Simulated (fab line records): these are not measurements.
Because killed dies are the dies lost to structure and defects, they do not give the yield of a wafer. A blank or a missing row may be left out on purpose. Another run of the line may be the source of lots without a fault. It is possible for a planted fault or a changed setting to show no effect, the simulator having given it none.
fab line records	flow rit_cmos
record: lots: 6	wafers: 18	last_day: 7
route steps=202 shown PSD@150 SDANNEAL@153 NSD@158 PLDD@159 NLDD@160 SILICIDE@161 M1@202
lots with no fault: from the same line, run without faults
start_h: hours from the record's first day to the start of the lot's first wafer shown	wait_h: hours elapsed since this lot's preceding step	" unchanged from the row above	L1.1+2: several wafers, shown together as one row	- no value, or no start was given	* or withheld: withheld	< > ~ a bound
route shown NAME@n: NAME is a module with steps in the file, n the number in the route of the first one	usual: average and standard deviation across the fault-free wafers	same: alike in all rows	chamber/n: place in a boat	sites: per-site readings	_std_site: standard deviation of those values	_edge_site: the outer-site mean with the inner-site mean subtracted	radius_mm: for every site, how far away it sits from the centre of the wafer	mask NAME#n: copy n	behind: the last tool/chamber to shape the wafer	hold: what put the lot on hold/how long, in hours/how the hold closed	device: which transistor (n, p or np) failed to switch	end of line: tests run on the same wafers once the route is complete	a step with no rows: only its recipe	killed: count of dies lost to structure and defects at first sort (not the wafer's yield)	map: dies across one wafer; x = killed, . = not, _ = none there
set.NAME: the run value of the setting; set.NAME@STEP: its run value at that earlier step	model.NAME: the simulator's own value behind a step, which no gauge read
lots at some steps of the route; a table a step, a row a wafer
services: the hour from which a tool's chamber was out of use, counted from the record's first day as start_h (under 0 if before that day), plus the number of hours and why
== steps ==
step: RIT_PSD_IMPLANT_08
recipe: species: BF2	energy_kev: 27	dose_cm2: 5e+15	tilt_deg: 7
step: RIT_PSD_STRIP_09
recipe: chemistry: O2	time_s: 180	resist: NOVOLAK	platen_temp_c: withheld	power_w: 500	pressure_mtorr: 4000	o2_flow_sccm: 4000
usual: chamber_pressure_mTorr: 4000/3.4	drypump_motor_current_A: 5.6/0.47
lot.wafer	tool	chamber	start_h	wait_h	chamber_pressure_mTorr	drypump_motor_current_A	rf_hours_counter_h
L700.1	plasma_asher-02	1	51.83	0.1	3999	6.2	42
L700.2	"	0	"	"	3996	5.2	42
L700.5	"	0	"	"	4003	5.2	-
L702.1	plasma_asher-03	0	57.95	0.1	4000	5.0	39
L702.2	"	1	"	"	4001	6.1	39
L702.4	"	0	"	"	4005	5.0	-
L703.3	plasma_asher-04	0	63.52	0.1	3997	6.0	-
L703.4	"	1	"	"	4000	5.4	-
L703.6	"	1	"	"	3998	5.4	-
L706.1	plasma_asher-04	0	78.98	0.1	3994	6.1	30
L706.3	"	0	"	"	4000	6.1	-
L706.5	"	0	"	"	4001	6.1	-
L708.3	plasma_asher-04	1	88.12	0.1	4002	5.4	-
L708.4	"	0	"	"	4003	6.0	-
L708.6	"	0	"	"	4000	6.0	-
L722.1	plasma_asher-03	1	158.15	0.1	4002	6.1	49
L722.3	"	1	"	"	4002	6.1	-
L722.4	"	0	"	"	3998	5.0	-
step: RIT_PSD_TW_MEAS_10
usual: PSD_TW: 3427/23
lot.wafer	tool	chamber	start_h	wait_h	PSD_TW
L700.1	film_metro-03	-	52.01	0.1	3442
L700.2	"	-	"	"	3444
L700.5	"	-	"	"	3447
L702.1	film_metro-02	-	58.13	0.1	3429
L702.2	"	-	"	"	3425
L702.4	"	-	"	"	3431
L703.3	film_metro-01	-	63.65	0.1	3463
L703.4	"	-	"	"	3463
L703.6	"	-	"	"	3449
L706.1	film_metro-03	-	79.15	0.1	3427
L706.3	"	-	"	"	3439
L706.5	"	-	"	"	3441
L708.3	film_metro-03	-	88.25	0.1	3430
L708.4	"	-	"	"	3439
L708.6	"	-	"	"	3438
L722.1	film_metro-03	-	158.33	0.1	3460
L722.3	"	-	"	"	3446
L722.4	"	-	"	"	3443
step: RIT_SDANNEAL_CLEAN_00
recipe: chemistry: SC1	mix: 3:3:50	time_s: 600	temp_c: 75
step: RIT_SDANNEAL_CLEAN_01
recipe: chemistry: dHF	dilution: 50:1	time_s: 30
step: RIT_SDANNEAL_CLEAN_02
recipe: chemistry: SC2	mix: 3:3:50	time_s: 600	temp_c: 75	dry: n2_spin
step: RIT_SDANNEAL_RTA_03
recipe: temp_c: 1050	time_s: 5	idle_temp_c: 600	ramp_up_c_per_s: 342	ramp_down_c_per_s: 171	cool_to_c: 600	ambient: N2
usual: ramp_down_c_per_s: 171.00/0.033	wafer_temp_C_max: 1053.6/1.2
lot.wafer	tool	chamber	start_h	wait_h	ramp_down_c_per_s	wafer_temp_C_max
L700.1	rtp_anneal-01	0	52.47	0.0	171.03	1052.9
L700.2	"	0	"	"	171.01	1053.3
L700.5	"	0	"	"	170.96	1053.9
L702.1	rtp_anneal-01	0	58.56	0.0	171.00	1056.0
L702.2	"	0	"	"	170.92	1054.2
L702.4	"	0	"	"	171.01	1054.8
L703.3	rtp_anneal-02	0	64.10	0.0	170.97	1053.9
L703.4	"	0	"	"	170.96	1054.6
L703.6	"	0	"	"	170.99	1053.0
L706.1	rtp_anneal-01	0	79.59	0.0	170.98	1052.9
L706.3	"	0	"	"	171.00	1053.1
L706.5	"	0	"	"	170.98	1054.1
L708.3	rtp_anneal-01	0	88.68	0.0	170.98	1053.7
L708.4	"	0	"	"	170.94	1052.1
L708.6	"	0	"	"	171.03	1053.7
L722.1	rtp_anneal-02	0	158.75	0.0	170.95	1053.8
L722.3	"	0	"	"	170.96	1053.3
L722.4	"	0	"	"	171.01	1054.7
step: RIT_SDANNEAL_RS_MEAS_04
recipe: thk_meas_gauge: four-point-probe
usual: PSD_RS: 115.9/0.36
lot.wafer	tool	chamber	start_h	wait_h	PSD_RS[ohm/sq]
L700.1	film_metro-01	-	52.53	0.0	116.4
L700.2	"	-	"	"	116.7
L700.5	"	-	"	"	116.4
L702.1	film_metro-01	-	58.62	0.0	116.4
L702.2	"	-	"	"	116.6
L702.4	"	-	"	"	116.6
L703.3	film_metro-01	-	64.22	0.1	116.0
L703.4	"	-	"	"	116.0
L703.6	"	-	"	"	116.2
L706.1	film_metro-01	-	79.65	0.0	116.0
L706.3	"	-	"	"	116.3
L706.5	"	-	"	"	116.0
L708.3	film_metro-02	-	88.76	0.1	115.8
L708.4	"	-	"	"	115.4
L708.6	"	-	"	"	115.8
L722.1	film_metro-03	-	158.81	0.0	116.1
L722.3	"	-	"	"	116.3
L722.4	"	-	"	"	115.9
step: RIT_SDANNEAL_RS_MEAS_05
recipe: thk_meas_gauge: four-point-probe
usual: NSD_RS: 84.6/0.35
lot.wafer	tool	chamber	start_h	wait_h	NSD_RS[ohm/sq]
L700.1	film_metro-01	-	52.65	0.1	84.3
L700.2	"	-	"	"	84.2
L700.5	"	-	"	"	84.4
L702.1	film_metro-01	-	58.74	0.1	85.0
L702.2	"	-	"	"	84.7
L702.4	"	-	"	"	84.9
L703.3	film_metro-01	-	64.34	0.1	84.9
L703.4	"	-	"	"	84.7
L703.6	"	-	"	"	84.9
L706.1	film_metro-01	-	79.77	0.1	84.7
L706.3	"	-	"	"	84.7
L706.5	"	-	"	"	84.5
L708.3	film_metro-02	-	88.88	0.1	84.1
L708.4	"	-	"	"	84.3
L708.6	"	-	"	"	84.3
L722.1	film_metro-03	-	158.93	0.1	84.8
L722.3	"	-	"	"	84.5
L722.4	"	-	"	"	84.8
step: RIT_SDANNEAL_RS_MEAS_06
recipe: thk_meas_gauge: four-point-probe
usual: PLDD_RS: 178.7/0.57
lot.wafer	tool	chamber	start_h	wait_h	PLDD_RS[ohm/sq]
L700.1	film_metro-01	-	52.77	0.1	179.1
L700.2	"	-	"	"	179.6
L700.5	"	-	"	"	179.9
L702.1	film_metro-01	-	58.86	0.1	179.3
L702.2	"	-	"	"	179.0
L702.4	"	-	"	"	179.0
L703.3	film_metro-01	-	64.46	0.1	179.4
L703.4	"	-	"	"	179.1
L703.6	"	-	"	"	179.7
L706.1	film_metro-01	-	79.89	0.1	178.8
L706.3	"	-	"	"	179.4
L706.5	"	-	"	"	179.3
L708.3	film_metro-02	-	89.00	0.1	177.6
L708.4	"	-	"	"	178.2
L708.6	"	-	"	"	178.0
L722.1	film_metro-03	-	159.05	0.1	178.9
L722.3	"	-	"	"	178.8
L722.4	"	-	"	"	178.8
step: RIT_SDANNEAL_RS_MEAS_07
recipe: thk_meas_gauge: four-point-probe
usual: NLDD_RS: 150.3/0.55
lot.wafer	tool	chamber	start_h	wait_h	NLDD_RS[ohm/sq]
L700.1	film_metro-01	-	52.89	0.1	151.0
L700.2	"	-	"	"	150.4
L700.5	"	-	"	"	150.6
L702.1	film_metro-01	-	58.98	0.1	150.2
L702.2	"	-	"	"	150.2
L702.4	"	-	"	"	150.3
L703.3	film_metro-01	-	64.58	0.1	150.8
L703.4	"	-	"	"	150.8
L703.6	"	-	"	"	150.8
L706.1	film_metro-01	-	80.01	0.1	150.7
L706.3	"	-	"	"	151.1
L706.5	"	-	"	"	150.7
L708.3	film_metro-02	-	89.12	0.1	150.0
L708.4	"	-	"	"	150.2
L708.6	"	-	"	"	149.8
L722.1	film_metro-03	-	159.17	0.1	150.3
L722.3	"	-	"	"	150.0
L722.4	"	-	"	"	150.4
step: RIT_SILICIDE_WET_ETCH_00
recipe: chemistry: BOE	target: SiO2	target_depth_nm: 14	time_s: 14.28	dry: n2_spin	dilution: 10:1	temp_c: 21.5
step: RIT_SILICIDE_SPUTTER_01
recipe: material: Ti	target_thk_nm: 30	power_w: 350	chamber_pressure_pa: 0.667	gas: Ar	time_s: 240	substrate_temp_c: 25
usual: throttle_valve_pct: 30.1/0.65
lot.wafer	tool	chamber	start_h	wait_h	throttle_valve_pct	model.Ti_of_SILICIDE_SPUTTER_01.thk_nm
L700.1	pvd_sputter-04	-	53.02	0.0	30.5	29.66
L700.2	"	-	"	"	29.5	29.5
L700.5	"	-	"	"	30.3	29.66
L702.1	pvd_sputter-01	-	59.11	0.0	31.5	30.65
L702.2	"	-	"	"	29.7	29.79
L702.4	"	-	"	"	30.5	30.16
L703.3	pvd_sputter-02	-	64.67	0.0	29.7	30.25
L703.4	"	-	"	"	29.1	29.71
L703.6	"	-	"	"	30.7	30.15
L706.1	pvd_sputter-01	-	80.14	0.0	30.4	29.96
L706.3	"	-	"	"	30.8	30
L706.5	"	-	"	"	29.7	13.09
L708.3	pvd_sputter-01	-	89.21	0.0	30.0	13.35
L708.4	"	-	"	"	30.5	30.2
L708.6	"	-	"	"	31.2	30.58
L722.1	pvd_sputter-04	-	159.30	0.0	30.6	29.93
L722.3	"	-	"	"	29.6	29.91
L722.4	"	-	"	"	29.7	29.55
step: RIT_SILICIDE_RS_MEAS_02
recipe: thk_meas_gauge: four-point-probe	reads: Ti_of_SILICIDE_SPUTTER_01
usual: SILICIDE_TI_RS: 47.8/0.73
lot.wafer	tool	chamber	start_h	wait_h	SILICIDE_TI_RS[ohm/sq]
L700.1	film_metro-02	-	53.17	0.1	48.5
L700.2	"	-	"	"	48.8
L700.5	"	-	"	"	48.5
L702.1	film_metro-02	-	59.26	0.1	46.5
L702.2	"	-	"	"	48.2
L702.4	"	-	"	"	47.4
L703.3	film_metro-04	-	64.86	0.1	47.3
L703.4	"	-	"	"	48.5
L703.6	"	-	"	"	47.5
L706.1	film_metro-04	-	80.29	0.1	47.9
L706.3	"	-	"	"	47.9
L706.5	"	-	"	"	139.2
L708.3	film_metro-04	-	89.40	0.1	135.5
L708.4	"	-	"	"	47.5
L708.6	"	-	"	"	46.8
L722.1	film_metro-04	-	159.45	0.1	48.0
L722.3	"	-	"	"	48.0
L722.4	"	-	"	"	48.8
step: RIT_SILICIDE_THK_MEAS_03
recipe: thk_meas_gauge: xrf	reads: Ti_of_SILICIDE_SPUTTER_01
usual: SILICIDE_TI_THK: 30.1/0.41
lot.wafer	tool	chamber	start_h	wait_h	SILICIDE_TI_THK[nm]
L700.1	film_metro-02	-	53.29	0.1	29.7
L700.2	"	-	"	"	29.5
L700.5	"	-	"	"	29.7
L702.1	film_metro-02	-	59.38	0.1	30.8
L702.2	"	-	"	"	29.8
L702.4	"	-	"	"	30.2
L703.3	film_metro-04	-	64.96	0.1	30.5
L703.4	"	-	"	"	29.9
L703.6	"	-	"	"	30.4
L706.1	film_metro-04	-	80.41	0.1	30.1
L706.3	"	-	"	"	30.2
L706.5	"	-	"	"	13.2
L708.3	film_metro-04	-	89.50	0.1	13.4
L708.4	"	-	"	"	30.4
L708.6	"	-	"	"	30.7
L722.1	film_metro-04	-	159.57	0.1	30.1
L722.3	"	-	"	"	30.1
L722.4	"	-	"	"	29.8
step: RIT_SILICIDE_RTA_04
recipe: temp_c: 650	time_s: 10	idle_temp_c: 25	ramp_up_s: 5	ramp_down_s: 5	cool_to_c: 25	ambient: N2
usual: wafer_temp_C_max: 653.6/1.5
lot.wafer	tool	chamber	start_h	wait_h	wafer_temp_C_max
L700.1	rtp_anneal-02	0	53.35	0.1	651.7
L700.2	"	0	"	"	652.3
L700.5	"	0	"	"	651.4
L702.1	rtp_anneal-02	0	59.44	0.1	652.9
L702.2	"	0	"	"	651.4
L702.4	"	0	"	"	653.4
L703.3	rtp_anneal-01	0	65.02	0.1	655.0
L703.4	"	0	"	"	653.4
L703.6	"	0	"	"	653.6
L706.1	rtp_anneal-02	0	80.47	0.1	651.4
L706.3	"	0	"	"	652.3
L706.5	"	0	"	"	652.6
L708.3	rtp_anneal-02	0	89.56	0.1	651.3
L708.4	"	0	"	"	652.8
L708.6	"	0	"	"	651.8
L722.1	rtp_anneal-01	0	159.63	0.1	655.2
L722.3	"	0	"	"	654.8
L722.4	"	0	"	"	656.1
step: RIT_M1_PROBE_99
usual: killed_at_contacts: 0.1/0.36	killed_at_front_end: 7.2/2.9	killed_dies: 7.4/2.9	killed_open: 3.8/2	killed_short: 3.5/2
same: gross_dies: 264	killed_at_M0_to_M3: 0	killed_at_M4_up: 0	killed_at_back_side: 0	killed_at_other: 0
lot.wafer	tool	chamber	start_h	wait_h	killed_at_contacts	killed_at_front_end	killed_dies	killed_open	killed_short	model.etest.npoly_line.line_ohm_um	model.etest.ppoly_line.line_ohm_um	model.etest.npoly_line.rs_ohm_sq	model.etest.ppoly_line.rs_ohm_sq	model.etest.ppoly_line.width_nm	model.etest.npoly_line.width_nm	model.etest.contact_pplus.end_ohm_um	model.etest.contact_nplus.end_ohm_um
L700.1	prober-02	-	59.97	0.1	0	13	13	4	9	165.4	157.7	16.93	16.45	104.6	103.9	44.33	42.12
L700.2	prober-02	-	60.02	0.1	0	11	11	7	4	162.2	156.3	17.22	16.6	106.6	105.5	43.84	40.64
L700.5	prober-02	-	60.17	0.2	1	9	10	5	5	166.1	160.2	17.2	16.75	104.2	103.4	43.87	42.28
L702.1	prober-02	-	66.33	0.1	0	5	5	3	2	165.5	162.9	16.89	16.34	100.4	100.1	45.16	43.83
L702.2	prober-02	-	66.38	0.1	0	5	5	2	3	165.1	160.3	17.02	16.68	104.4	102.9	42.19	41.19
L702.4	prober-02	-	66.48	0.2	0	5	5	3	2	161.8	158.4	16.92	16.53	104.4	103.2	43.26	41.9
L703.3	prober-01	-	72.00	0.2	0	4	4	4	0	170.1	165.7	16.98	16.3	99.7	99.17	44.21	41.09
L703.4	prober-01	-	72.05	0.2	0	6	6	3	3	173.5	167.6	17.15	16.7	100.7	99.74	43.12	40.86
L703.6	prober-01	-	72.15	0.2	0	8	8	5	3	172.3	167.5	16.95	16.55	98.97	97.92	43.52	41.32
L706.1	prober-02	-	88.67	0.1	1	9	10	4	6	174	169.5	17.05	16.71	98.37	97.97	44.11	41.8
L706.3	prober-02	-	88.77	0.2	0	7	7	4	3	174.8	166.4	16.97	16.51	98.99	97.7	43.5	42.66
L706.5	prober-02	-	88.87	0.2	1	5	6	3	3	324.9	301.6	36.43	33.97	113.8	113.4	31.95	31.89
L708.3	prober-02	-	97.04	0.2	0	10	10	6	4	315.7	290.6	35.56	33.48	114.1	113.1	31.26	33.71
L708.4	prober-02	-	97.09	0.2	1	10	11	8	3	168.7	165.4	16.92	16.51	100.6	99.84	43.54	39.77
L708.6	prober-02	-	97.19	0.2	0	6	6	5	1	176.1	171.1	16.78	16.43	97.12	96.48	43.5	42.32
L722.1	prober-01	-	166.26	0.1	1	5	6	4	2	167	160.6	17.07	16.35	102.4	100.7	43.26	41.3
L722.3	prober-01	-	166.36	0.2	0	7	7	1	6	168.8	160.2	17.05	16.58	103.3	102	43.39	40.34
L722.4	prober-01	-	166.41	0.2	0	7	7	4	3	169.1	162.2	17.26	16.72	103.7	102.7	41.89	39.98
killed by level:class
L700.1 GATE:geometric_particle:short=6 SPACER:geometric_particle:open=3 FOX1:geometric_particle:open=1 FOX2:geometric_particle:short=1 REOX:geometric_particle:short=1 SPACER:geometric_particle:short=1
L700.2 GATE:geometric_particle:open=6 GATE:geometric_particle:short=2 FOX1:geometric_particle:short=1 SPACER:geometric_particle:short=1 SPACER:geometric_particle:open=1
L700.5 GATE:geometric_particle:open=5 SPACER:geometric_particle:short=2 FOX2:geometric_particle:short=1 GATE:geometric_particle:short=1 CONTACT:geometric_particle:short=1
L702.1 GATE:geometric_particle:open=2 FOX1:geometric_particle:short=1 GATE:geometric_particle:short=1 REOX:geometric_particle:open=1
L702.2 REOX:geometric_particle:open=2 FOX1:geometric_particle:short=1 GATE:geometric_particle:short=1 SPACER:geometric_particle:short=1
L702.4 GATE:geometric_particle:open=2 FOX1:geometric_particle:short=1 FOX1:geometric_particle:open=1 GATE:geometric_particle:short=1
L703.3 REOX:geometric_particle:open=2 SPACER:geometric_particle:open=2
L703.4 FOX1:geometric_particle:short=1 FOX1:geometric_particle:open=1 REOX:geometric_particle:short=1 REOX:geometric_particle:open=1 SPACER:geometric_particle:short=1 SILICIDE:geometric_particle:open=1
L703.6 FOX1:geometric_particle:short=1 FOX1:geometric_particle:open=1 FOX2:geometric_particle:open=1 FOX2:geometric_particle:short=1 GATE:geometric_particle:open=1 SPACER:geometric_particle:open=1 SPACER:geometric_particle:short=1 SILICIDE:geometric_particle:open=1
L706.1 GATE:geometric_particle:short=2 SPACER:geometric_particle:short=2 FOX1:geometric_particle:open=1 GATE:geometric_particle:open=1 REOX:geometric_particle:short=1 SPACER:geometric_particle:open=1 SILICIDE:geometric_particle:open=1 CONTACT:geometric_particle:short=1
L706.3 GATE:geometric_particle:open=3 GATE:geometric_particle:short=1 REOX:geometric_particle:open=1 REOX:geometric_particle:short=1 SPACER:geometric_particle:short=1
L706.5 GATE:geometric_particle:open=2 FOX1:geometric_particle:open=1 REOX:geometric_particle:short=1 SPACER:geometric_particle:short=1 CONTACT:geometric_particle:short=1
L708.3 SPACER:geometric_particle:open=3 GATE:geometric_particle:open=2 SPACER:geometric_particle:short=2 FOX1:geometric_particle:short=1 REOX:geometric_particle:open=1 REOX:geometric_particle:short=1
L708.4 GATE:geometric_particle:open=6 FOX1:geometric_particle:open=1 GATE:geometric_particle:short=1 REOX:geometric_particle:short=1 SILICIDE:geometric_particle:open=1 CONTACT:geometric_particle:short=1
L708.6 SPACER:geometric_particle:open=2 SILICIDE:geometric_particle:open=2 FOX2:geometric_particle:open=1 REOX:geometric_particle:short=1
L722.1 GATE:geometric_particle:open=2 FOX1:geometric_particle:short=1 GATE:geometric_particle:short=1 SILICIDE:geometric_particle:open=1 CONTACT:geometric_particle:open=1
L722.3 GATE:geometric_particle:short=3 FOX1:geometric_particle:short=1 FOX2:geometric_particle:short=1 FOX2:geometric_particle:open=1 SILICIDE:geometric_particle:short=1
L722.4 GATE:geometric_particle:open=2 FOX1:geometric_particle:short=1 FOX2:geometric_particle:open=1 GATE:geometric_particle:short=1 SILICIDE:geometric_particle:open=1 SILICIDE:geometric_particle:short=1
== services ==
tool	chamber	start_h	hours	kind
rtp_anneal-01	-	32.71	3.2	pm
plasma_asher-03	-	32.97	16.7	repair
plasma_asher-04	-	46.32	3.4	repair
pvd_sputter-02	-	53.78	10.5	repair
plasma_asher-03	-	62.75	3.1	repair
plasma_asher-03	-	66.82	15.6	pm
plasma_asher-02	-	107.56	3.9	repair
plasma_asher-04	-	108.75	1.5	repair
plasma_asher-02	-	111.42	9.0	pm
plasma_asher-02	0	111.42	9.0	vent_cycle
plasma_asher-02	1	111.42	9.0	vent_cycle
plasma_asher-02	0	120.42	-	clean
plasma_asher-02	1	120.42	-	clean
rtp_anneal-02	-	133.09	5.1	pm
== key ==
first_sign: step: RIT_SILICIDE_RS_MEAS_02	reading: SILICIDE_TI_RS	direction: up	sigmas: 99+	usual: 47.8	struck: 137.4
effect: step: RIT_SILICIDE_THK_MEAS_03	reading: SILICIDE_TI_THK	direction: down	sigmas: 41	usual: 30.1	struck: 13.3
model_effect: step: RIT_SILICIDE_SPUTTER_01	value: Ti_of_SILICIDE_SPUTTER_01.thk_nm	without: 29.82	struck: 13.22
model_effect: step: RIT_M1_PROBE_99	value: etest.npoly_line.line_ohm_um	without: 174.6	struck: 320.3
met_at RIT_SILICIDE_SPUTTER_01
struck_wafers L706.5,L708.3
tester_left_out L706,L708
fault: kind: process_parameter_drift	tool: pvd_sputter-01	chamber: -	onset_h: 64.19	steps: RIT_SILICIDE_SPUTTER_01	channel: target_thk_nm	offset: -16.6	shape: step	end_h: 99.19	stated: 30	scope: struck_wafers_only
tester_left_out: of these lots the tester's yield and bins aren't shown, on N5 and GAA mostly nor the transistor test; their killed dies are dies lost to structure and defects alone, not to doping, threshold or leakage, so they don't give the yield
